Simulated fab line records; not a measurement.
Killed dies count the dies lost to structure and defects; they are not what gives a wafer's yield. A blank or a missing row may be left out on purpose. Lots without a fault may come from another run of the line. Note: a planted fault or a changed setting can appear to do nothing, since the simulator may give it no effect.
fab line records | flow rit-cmos
record lots=6 wafers=18 last-day=7
route steps=202 shown SPACER@126 NSD@131 M1@202
lots untouched by any fault: they come from a run of this same line in which no faults occurred
start-h: the number of hours between the record's first day and the start of the first shown wafer of the lot | wait-h: hours since the lot's step before | " the same as in the row above | L1.1+2: one row covering several wafers at once | - no value, or no start was given | * or withheld: withheld | < > ~ a bound
route shown NAME@n: NAME is a module with steps in the file, n the number in the route of the first one | usual: mean/standard deviation taken from wafers without a fault | same: alike in all rows | chamber/n: place in a boat | sites: the reading at each site | _std_site: the values' standard deviation | _edge_site: the outer-site mean with the inner-site mean subtracted | radius-mm: for every site, how far away it sits from the centre of the wafer | mask NAME#n: copy n | behind: the last tool/chamber to shape the wafer | hold: cause of the lot's hold/its duration in hours/its outcome | device: transistor that didn't switch, given as n, p or np | end of line: the route-end tests of the same wafers | where a step has no rows: the recipe by itself | killed: count of dies lost to structure and defects at first sort (not the wafer's yield) | map: dies across one wafer; x = killed, . = not, _ = none there
set.NAME: the setting as run; set.NAME@STEP: as run at that earlier step | model.NAME: the simulator's own value behind a step, which no gauge read
a table for each step, a row for each wafer; lots at some steps of the route
services: from which hour (start-h, from the record's first day; less than 0 if before it) a tool's chamber was out of use, for how many hours, and why
## steps
# step RIT_SPACER_CLEAN_01
# recipe chemistry=dHF dilution=50:1 time-s=30
# step RIT_SPACER_CLEAN_02
# recipe chemistry=SC2 mix=3:3:50 time-s=600 temp-c=75 dry=n2-spin
# step RIT_SPACER_CVD_03
# recipe material=Si3N4 target-thk-nm=250 temp-c=810 precursor=SiH2Cl2/NH3 time-s=3300 pressure-mtorr=300 sih2cl2-flow-sccm=58.78 nh3-flow-sccm=150
# step RIT_SPACER_THK_MEAS_04
# recipe reads=Si3N4_of_SPACER_CVD_03
# usual SPACER_NITRIDE_THK=248.7/2.5
# columns lot.wafer tool chamber start-h wait-h SPACER_NITRIDE_THK[nm]
L162.3 film-metro-02 - 61.83 0.0 246.0
L162.5 " - " " 247.2
L162.6 " - " " 246.1
L165.1 film-metro-03 - 71.82 0.0 245.3
L165.2 " - " " 244.8
L165.3 " - " " 245.7
L173.2 film-metro-01 - 110.03 0.0 251.9
L173.4 " - " " 248.8
L173.5 " - " " 251.9
L174.1 film-metro-01 - 116.02 0.0 250.6
L174.3 " - " " 251.2
L174.6 " - " " 253.8
L176.1 film-metro-01 - 127.11 0.0 251.5
L176.3 " - " " 249.0
L176.4 " - " " 251.4
L180.3 film-metro-01 - 146.59 0.0 243.6
L180.4 " - " " 245.8
L180.6 " - " " 242.7
# step RIT_SPACER_ETCHBACK_05
# recipe target-depth-a=2500 SF6_flow_sccm=30 CHF3_flow_sccm=30 target=Si3N4 chemistry=SF6/CHF3 pressure-mtorr=40 rf-w=250 time-s=240 stop-on=SiO2
# usual drypump-motor-current-A=5.8/0.48 oes-product-au=0.837/0.015 throttle-valve-pct=10.31/0.093
# columns lot.wafer tool chamber start-h wait-h drypump-motor-current-A oes-product-au rf-hours-counter-h throttle-valve-pct
L162.3 rie-diel-02 2 61.87 0.0 6.3 0.841 49 10.34
L162.5 " 2 " " 6.3 0.842 - 10.35
L162.6 " 3 " " 5.7 0.809 - 10.32
L165.1 rie-diel-02 3 71.88 0.1 5.7 0.813 7 10.31
L165.2 " 1 " " 6.5 0.849 31 10.32
L165.3 " 0 " " 4.9 0.829 140 10.10
L173.2 rie-diel-02 2 110.08 0.0 6.3 0.859 50 10.35
L173.4 " 3 " " 5.7 0.819 8 10.32
L173.5 " 1 " " 6.5 0.866 - 10.33
L174.1 rie-diel-03 1 116.08 0.1 6.3 0.841 84 10.31
L174.3 " 0 " " 5.7 0.841 2 10.26
L174.6 " 0 " " 5.7 0.847 - 10.27
L176.1 rie-diel-02 3 127.17 0.1 5.7 0.829 8 10.30
L176.3 " 2 " " 6.3 0.857 50 10.37
L176.4 " 3 " " 5.7 0.822 - 10.29
L180.3 rie-diel-02 0 146.63 0.0 4.9 0.811 141 10.08
L180.4 " 2 " " 6.3 0.847 51 10.38
L180.6 " 3 " " 5.7 0.807 - 10.29
# step RIT_NSD_HMDS_00
# recipe prime-time-s=60 prime-temp-c=140
# step RIT_NSD_COAT_01
# recipe resist=NOVOLAK spin-rpm=3250 resist-thk-nm=1000
# step RIT_NSD_SOFTBAKE_02
# recipe resist=NOVOLAK temp-c=90 time-s=60
# step RIT_NSD_EXPOSE_03
# recipe mask-id=M9 na=0.57 target-cd-nm=40700 dose-mj=250
# step RIT_NSD_PEB_04
# recipe resist=NOVOLAK temp-c=withheld time-s=withheld
# step RIT_NSD_DEVELOP_05
# recipe resist=NOVOLAK develop-time-s=50 dev-temp-c=23
# step RIT_NSD_OVL_MEAS_06
# usual NSD_OVL=0.2/1.5
# columns lot.wafer tool chamber start-h wait-h NSD_OVL[nm]
L162.3 overlay-02 - 63.01 - 1.2
L162.5 " - " " 1.1
L162.6 " - " " 2.9
L165.1 overlay-01 - 73.16 - -0.6
L165.2 " - " " -0.6
L165.3 " - " " 0.9
L173.2 overlay-01 - 111.08 - -3.0
L173.4 " - " " -0.9
L173.5 " - " " -2.1
L174.1 overlay-02 - 117.08 - -0.8
L174.3 " - " " -0.7
L174.6 " - " " -0.7
L176.1 overlay-02 - 128.17 - 1.2
L176.3 " - " " 2.7
L176.4 " - " " 3.1
L180.3 overlay-02 - 147.77 - -0.7
L180.4 " - " " -1.3
L180.6 " - " " 0.5
# step RIT_NSD_HARDBAKE_07
# recipe resist=NOVOLAK temp-c=140 time-s=60
# usual heater-power-total-W=62.55/0.048 plate-temp-C=139.99/0.13
# columns lot.wafer tool chamber start-h wait-h heater-power-total-W plate-temp-C
L162.3 litho-track-01 0 63.08 0.1 62.46 140.22
L162.5 " 0 " " 62.56 139.78
L162.6 " 0 " " 62.56 140.07
L165.1 litho-track-03 0 73.20 0.0 62.54 140.14
L165.2 " 0 " " 62.50 139.92
L165.3 " 0 " " 62.50 139.98
L173.2 litho-track-03 0 111.25 0.2 61.56 138.43
L173.4 " 0 " " 61.61 138.30
L173.5 " 0 " " 61.63 138.21
L174.1 litho-track-03 0 117.12 0.0 61.53 138.16
L174.3 " 0 " " 61.47 138.17
L174.6 " 0 " " 61.57 138.31
L176.1 litho-track-04 0 128.21 0.0 62.58 139.95
L176.3 " 0 " " 62.65 140.11
L176.4 " 0 " " 62.55 140.02
L180.3 litho-track-04 0 147.84 0.1 62.62 140.05
L180.4 " 0 " " 62.57 139.78
L180.6 " 0 " " 62.63 139.87
# step RIT_NSD_IMPLANT_08
# recipe species=P energy-kev=25 dose-cm2=1e+15 tilt-deg=7
# step RIT_M1_PROBE_99
# usual killed-at-contacts=0.1/0.24 killed-at-front-end=7.1/2.8 killed-dies=7.2/2.8 killed-open=3.6/2.1 killed-short=3.6/1.9
# same gross-dies=264 killed_at_M0_to_M3=0 killed_at_M4_up=0 killed-at-back-side=0 killed-at-other=0
# columns lot.wafer tool chamber start-h wait-h killed-at-contacts killed-at-front-end killed-dies killed-open killed-short
L162.3 prober-01 - 72.95 0.2 0 6 6 1 5
L162.5 prober-01 - 73.05 0.2 0 4 4 4 0
L162.6 prober-01 - 73.10 0.2 0 10 10 4 6
L165.1 prober-02 - 83.16 0.1 0 6 6 5 1
L165.2 prober-02 - 83.21 0.1 1 6 7 2 5
L165.3 prober-02 - 83.26 0.2 0 5 5 1 4
L173.2 prober-01 - 121.37 0.1 0 9 9 2 7
L173.4 prober-01 - 121.47 0.2 0 6 6 4 2
L173.5 prober-01 - 121.52 0.2 0 9 9 5 4
L174.1 prober-02 - 127.81 0.1 0 8 8 3 5
L174.3 prober-02 - 127.91 0.2 0 17 17 10 7
L174.6 prober-02 - 128.06 0.2 0 8 8 7 1
L176.1 prober-02 - 138.02 0.1 0 3 3 3 0
L176.3 prober-02 - 138.12 0.2 0 4 4 0 4
L176.4 prober-02 - 138.17 0.2 0 7 7 2 5
L180.3 prober-02 - 157.65 0.2 0 7 7 4 3
L180.4 prober-02 - 157.70 0.2 0 6 6 5 1
L180.6 prober-02 - 157.80 0.2 0 9 9 4 5
# killed by level:class
L162.3 FOX1:geometric-particle:short=2 GATE:geometric-particle:short=2 FOX1:geometric-particle:open=1 REOX:geometric-particle:short=1
L162.5 FOX1:geometric-particle:open=2 GATE:geometric-particle:open=1 SPACER:geometric-particle:open=1
L162.6 GATE:geometric-particle:open=3 REOX:geometric-particle:short=2 SILICIDE:geometric-particle:short=2 GATE:geometric-particle:short=1 REOX:geometric-particle:open=1 SPACER:geometric-particle:short=1
L165.1 SILICIDE:geometric-particle:open=3 GATE:geometric-particle:short=1 GATE:geometric-particle:open=1 REOX:geometric-particle:open=1
L165.2 SPACER:geometric-particle:short=2 FOX2:geometric-particle:short=1 REOX:geometric-particle:open=1 SILICIDE:geometric-particle:open=1 SILICIDE:geometric-particle:short=1 CONTACT:geometric-particle:short=1
L165.3 FOX1:geometric-particle:short=2 GATE:geometric-particle:open=1 REOX:geometric-particle:short=1 SPACER:geometric-particle:short=1
L173.2 GATE:geometric-particle:short=3 FOX2:geometric-particle:short=2 GATE:geometric-particle:open=1 REOX:geometric-particle:open=1 REOX:geometric-particle:short=1 SPACER:geometric-particle:short=1
L173.4 FOX1:geometric-particle:short=1 GATE:geometric-particle:open=1 REOX:geometric-particle:open=1 REOX:geometric-particle:short=1 SPACER:geometric-particle:open=1 SILICIDE:geometric-particle:open=1
L173.5 SPACER:geometric-particle:open=3 GATE:geometric-particle:open=2 SPACER:geometric-particle:short=2 FOX1:geometric-particle:short=1 GATE:geometric-particle:short=1
L174.1 REOX:geometric-particle:short=4 GATE:geometric-particle:open=2 GATE:geometric-particle:short=1 SILICIDE:geometric-particle:open=1
L174.3 GATE:geometric-particle:open=5 FOX1:geometric-particle:open=3 FOX1:geometric-particle:short=3 SILICIDE:geometric-particle:open=2 SILICIDE:geometric-particle:short=2 GATE:geometric-particle:short=1 REOX:geometric-particle:short=1
L174.6 GATE:geometric-particle:open=4 REOX:geometric-particle:open=2 FOX1:geometric-particle:open=1 GATE:geometric-particle:short=1
L176.1 FOX1:geometric-particle:open=1 SPACER:geometric-particle:open=1 SILICIDE:geometric-particle:open=1
L176.3 FOX1:geometric-particle:short=1 REOX:geometric-particle:short=1 SPACER:geometric-particle:short=1 SILICIDE:geometric-particle:short=1
L176.4 FOX1:geometric-particle:short=2 FOX1:geometric-particle:open=1 GATE:geometric-particle:open=1 REOX:geometric-particle:short=1 SPACER:geometric-particle:short=1 SILICIDE:geometric-particle:short=1
L180.3 GATE:geometric-particle:open=2 SILICIDE:geometric-particle:open=2 FOX2:geometric-particle:short=1 SPACER:geometric-particle:short=1 SILICIDE:geometric-particle:short=1
L180.4 SILICIDE:geometric-particle:open=3 SPACER:geometric-particle:open=2 FOX2:geometric-particle:short=1
L180.6 FOX2:geometric-particle:short=2 REOX:geometric-particle:open=2 SPACER:geometric-particle:short=2 FOX1:geometric-particle:short=1 FOX2:geometric-particle:open=1 GATE:geometric-particle:open=1
## services
# columns tool chamber start-h hours kind
rie-diel-02 3 86.45 1.7 repair
rie-diel-02 3 96.32 2.8 repair
rie-diel-03 0 99.66 7.5 repair
rie-diel-02 0 120.36 8.5 repair
## key
first-sign step=RIT_NSD_HARDBAKE_07 reading=heater-power-total-W direction=down sigmas=21 usual=62.55 struck=61.56
effect step=RIT_NSD_HARDBAKE_07 reading=plate-temp-C direction=down sigmas=13 usual=* struck=*
met-at RIT_NSD_HARDBAKE_07
struck-wafers L173.2,L173.4,L173.5,L174.1,L174.3,L174.6
tester-left-out L173,L174
onset-between 73.20 111.25
fault kind=process-parameter-drift tool=litho-track-03 chamber=- onset-h=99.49 steps=RIT_NSD_HARDBAKE_07 channel=temp-c offset=* shape=step end-h=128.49 acts-in=* stated=*
# tester-left-out: of these lots the tester's yield and bins aren't shown, on N5 and GAA mostly nor the transistor test; their killed dies are dies lost to structure and defects alone, not to doping, threshold or leakage, so they don't give the yield
